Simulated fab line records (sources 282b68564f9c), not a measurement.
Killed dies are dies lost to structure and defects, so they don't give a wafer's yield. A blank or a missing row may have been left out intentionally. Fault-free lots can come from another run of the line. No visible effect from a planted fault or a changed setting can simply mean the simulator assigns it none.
Code-filled problem report in 8D (eight disciplines) form    flow rit cmos    the parts of the form that need people (team, actions taken, sign-off) are left out

1. THE PROBLEM
Mean M1_AL_RS at RIT_M1_RS_MEAS_01: 0.0499 ohm/sq over 2 wafers in 2 lots; fault-free wafers: 0.0735 ohm/sq, standard deviation 0.00081. Measured from the usual mean, that is -29 standard deviations.
The step: measures by four-point-probe.
First observed at day 6 01:53: wafer L279.4, on film metro-02. At this step, 42 wafers from 14 lots have a number in the record. The rule behind "out" and "out of limits": a value lying over 4 standard deviations away from the usual mean. All remaining wafers that have a number are taken as sound.

2. WHAT IT IS, WHAT IT ISN'T
question                     is                            is not
which readings at this step  M1_AL_RS                      -
which lots                   L279, L281                    L266, L267, L268, L269, L271, L272, L273, L274, L276, L278, L287, L288
which wafers of those lots   L279.4, L281.5                L279.2, L279.6, L281.2, L281.4
read on which gauges         film metro-02, film metro-04  film metro-01
when                         from day 6 01:53              up to then (32 sound wafers); but 8 sound wafers of L281, L287, L288 came after

3. THE SUSPECTS, EACH WITH WHAT RULES IT OUT
Counting: any tool at a process step up to the reading remains a suspect provided it ran every lot that is out. Sound lots after the first of them don't rule it out here, since some wafers of a struck lot are sound.
- the gauge at RIT_M1_RS_MEAS_01 has been ruled out. 2 gauges (film metro-02, film metro-04) read the wafers that are out.
- pvd sputter-01 at RIT_M1_SPUTTER_00 (material Al, target thk 400 nm, time 500 s): kept. It ran every lot that is out, first L279 (day 6 01:34); its last sound lot up to then is L272 (day 4 14:48). On those wafers its own readings are out: cathode dc power W.
Left after counting: pvd sputter-01 at RIT_M1_SPUTTER_00.

4. THE CAUSE (what the simulator had put in)
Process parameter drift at RIT_M1_SPUTTER_00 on pvd sputter-01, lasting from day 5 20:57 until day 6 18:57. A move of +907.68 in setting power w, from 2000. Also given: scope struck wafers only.
The count eliminated every tool but this one.

5. THE EFFECT CHAIN, in route order
One row per reading whose mean, taken over the struck wafers that have a number, lies over 3 standard deviations from the usual. Readings are gone through only where the record gives a usual standard deviation; hours: the median, over the lots, of the time from a lot's start at the first step in this table giving one to that lot's start at this step; sigmas: the change measured in usual standard deviations.
hours  step                  reading             usual          on struck wafers  change   sigmas
0      RIT_M1_SPUTTER_00     cathode dc power W  2000.0 W       2907.8            +907.8   +99 or more
0      RIT_M1_RS_MEAS_01     M1_AL_RS            0.0735 ohm/sq  0.0499            -0.0236  -29
0      RIT_M1_THK_MEAS_02    M1_AL_THK           401 nm         589               +188     +34
2      RIT_M1_METAL_ETCH_12  oes product au      0.769 a.u.     0.966             +0.197   +18
Its process steps:
- RIT_M1_SPUTTER_00: material Al, target thk 400 nm, time 500 s.
- RIT_M1_METAL_ETCH_12: etches Al in Cl2/BCl3, stops on SiO2, time 165 s, target depth 600 nm.

6. HOW IT WOULD HAVE BEEN CAUGHT EARLIER
The first out-of-limits reading at a measuring or inspecting step in this record came at day 6 01:53, 5 hours after the fault's start at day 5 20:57.
The tool's own readings at RIT_M1_SPUTTER_00 were out on every struck wafer that the step has a row for (cathode dc power W): an alarm limit on them would have fired on the first of those.
L281, from the lots that are out (2), started RIT_M1_SPUTTER_00 on pvd sputter-01 later than day 6 01:53. It would have been spared by a hold on the tool at that moment.
